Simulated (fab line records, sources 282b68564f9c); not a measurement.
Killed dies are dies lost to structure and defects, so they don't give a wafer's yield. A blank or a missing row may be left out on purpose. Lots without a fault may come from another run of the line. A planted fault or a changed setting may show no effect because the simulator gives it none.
A struck lot beside a sound one | flow rit_cmos | 28 steps out of a route of 202
Sound: wafers L706.2, L706.3, L706.5. Struck: wafers L715.1, L715.2, L715.3. The cause comes at the end.
At each step with rows: each side's tool, then ch and its chambers, then its first start. Under that, the readings that differ: sound wafers | struck wafers | difference of the means | sigmas: that difference in standard deviations of wafers without a fault.
alike: readings whose means differ by less than 2 such deviations, and words and numbers that are the same on both sides. not compared: withheld readings, readings that some wafer has no value for, bounds like >300 that may hide the same value, and numbers for which the record gives no deviation and whose values overlap.
The two part at a step that has a row with sigmas, a row that says differs or no value, or rows on one side only. Numbers that don't overlap but have no deviation are shown without sigmas and don't part them. A reading that every wafer of one side lacks parts them only if that side has two wafers or more.

RIT_ACTIVE_BOW_MEAS_00:
  sound on film_metro-02, day 1 20:01; struck on film_metro-03, day 3 17:00
  alike: INCOMING_BOW
RIT_ACTIVE_OXIDATION_01: target thk 46.8 nm, ox time 3360 s.
  sound on furnace-01 ch 0, day 1 20:39; struck on furnace-01 ch 0, day 3 17:07
  reading                                       | sound             | struck            | difference | sigmas
  ox_time_s (s)                                 | 3360 3360 3360    | 2688 2688 2688    | -672       |
  model.SiO2_of_ACTIVE_OXIDATION_01.thk_nm (nm) | 46.71 46.79 47.33 | 41.66 41.87 42.18 | -5.04      |
RIT_ACTIVE_THK_MEAS_02:
  sound on film_metro-04, day 1 22:36; struck on film_metro-04, day 3 19:03
  reading               | sound          | struck         | difference | sigmas
  ACTIVE_OXIDE_THK (nm) | 46.7 46.8 47.4 | 41.6 41.8 42.2 | -5.1       | -6
then, 1 step without rows for these wafers: RIT_ACTIVE_CVD_03 (deposits Si3N4 from SiH2Cl2/NH3, target thk 150 nm, time 1500 s).
RIT_ACTIVE_THK_MEAS_04:
  sound on film_metro-02, day 2 00:04; struck on film_metro-03, day 3 20:32
  alike: ACTIVE_NITRIDE_THK
then, 6 steps without rows for these wafers: RIT_ACTIVE_HMDS_05 (prime time 60 s); RIT_ACTIVE_COAT_06 (resist thk 1000 nm); RIT_ACTIVE_SOFTBAKE_07 (time 60 s); RIT_ACTIVE_EXPOSE_08 (exposes mask M1, target cd 1400 nm); RIT_ACTIVE_PEB_09; RIT_ACTIVE_DEVELOP_10 (develop time 50 s).
RIT_ACTIVE_CD_MEAS_11: target cd 1400 nm.
  sound on cd_sem-01, day 2 00:59; struck on cd_sem-01, day 3 21:34
  alike: cd_nm
then, 1 step without rows for these wafers: RIT_ACTIVE_HARDBAKE_12 (time 60 s).
RIT_ACTIVE_ETCH_13: etches Si3N4 in SF6, stops on SiO2, time 210 s, target depth 210 nm.
  sound on rie_diel-02 ch 0,2,3, day 2 01:14; struck on rie_diel-02 ch 0,1,2, day 3 21:50
  alike: drypump_motor_current_A, oes_product_au, throttle_valve_pct
  not compared: rf_hours_counter_h
RIT_ACTIVE_STRIP_14: strips in O2, time 180 s.
  sound on plasma_asher-01 ch 1, day 2 01:23; struck on plasma_asher-03 ch 0,1, day 3 21:58
  alike: drypump_motor_current_A
  not compared: rf_hours_counter_h
RIT_ACTIVE_CD_MEAS_90: target cd 1400 nm.
  sound on cd_sem-02, day 2 01:34; struck on cd_sem-02, day 3 22:08
  alike: cd_nm
then, 4 steps without rows for these wafers: RIT_ACTIVE_CLEAN_15 (cleans in SC1, time 600 s); RIT_ACTIVE_CLEAN_16 (cleans in dHF, time 30 s); RIT_ACTIVE_CLEAN_17 (cleans in SC2, time 600 s); RIT_FOX1_OXIDATION_00 (target thk 350.7 nm, ox time 1130 s).
RIT_FOX1_THK_MEAS_01:
  sound on film_metro-02, day 2 04:11; struck on film_metro-02, day 3 23:56
  alike: FOX1_OXIDE_THK
then, 2 steps without rows for these wafers: RIT_FOX1_WET_ETCH_02 (etches SiO2 in BOE, target depth 350 nm, time 390 s); RIT_FOX2_OXIDATION_00 (target thk 350.7 nm, ox time 1130 s).
RIT_FOX2_THK_MEAS_01:
  sound on film_metro-01, day 2 05:41; struck on film_metro-01, day 4 01:26
  alike: FOX2_OXIDE_THK
then, 1 step without rows for these wafers: RIT_FOX2_CLEAN_02 (cleans in dHF, time 180 s).
RIT_FOX2_WET_ETCH_03: etches Si3N4 in H3PO4, target depth 195 nm, time 2700 s.
  sound on wet_bench-02 ch 2, day 2 05:48; struck on wet_bench-03 ch 2, day 4 01:34
  reading                                       | sound             | struck            | difference | sigmas
  model.SiO2_of_ACTIVE_OXIDATION_01.thk_nm (nm) | 40.67 39.67 42.08 | 36.95 37.12 35.47 | -4.29      |
  alike: temp_c
RIT_FOX2_THK_MEAS_90:
  sound on film_metro-02, day 2 06:34; struck on film_metro-04, day 4 02:19
  alike: FIELD_OXIDE_LEFT_1_THK
RIT_M1_PROBE_99:
  sound on prober-01, day 3 20:49; struck on prober-02, day 5 15:55
  reading                             | sound             | struck            | difference | sigmas
  model.etest.nldd.width_nm (nm)      | 3153 3143 3138    | 3231 3237 3226    | +87        |
  model.etest.pldd.width_nm (nm)      | 3158 3155 3136    | 3244 3246 3222    | +88        |
  model.etest.nplus_sal.width_nm (nm) | 3415 3440 3439    | 3473 3477 3478    | +45        |
  model.etest.pplus_sal.width_nm (nm) | 3441 3439 3440    | 3475 3453 3474    | +27        |
  model.etest.nmos_narrow.drive_ua_um | 217 213.9 215     | 241.3 239.6 240.2 | +25.1      |
  model.etest.pmos_narrow.drive_ua_um | 96.54 96.15 96.21 | 103.9 104.9 106   | +8.6       |
  alike: killed_at_front_end, killed_dies, killed_open, killed_short

WHERE THEY PART
Only at RIT_ACTIVE_THK_MEAS_02, within this record. Later steps at which nothing parts them and some readings are alike: RIT_ACTIVE_THK_MEAS_04, RIT_ACTIVE_CD_MEAS_11, RIT_ACTIVE_ETCH_13, RIT_ACTIVE_STRIP_14, RIT_ACTIVE_CD_MEAS_90, RIT_FOX1_THK_MEAS_01, RIT_FOX2_THK_MEAS_01, RIT_FOX2_WET_ETCH_03, RIT_FOX2_THK_MEAS_90, RIT_M1_PROBE_99.

WHY: what the simulator had put in
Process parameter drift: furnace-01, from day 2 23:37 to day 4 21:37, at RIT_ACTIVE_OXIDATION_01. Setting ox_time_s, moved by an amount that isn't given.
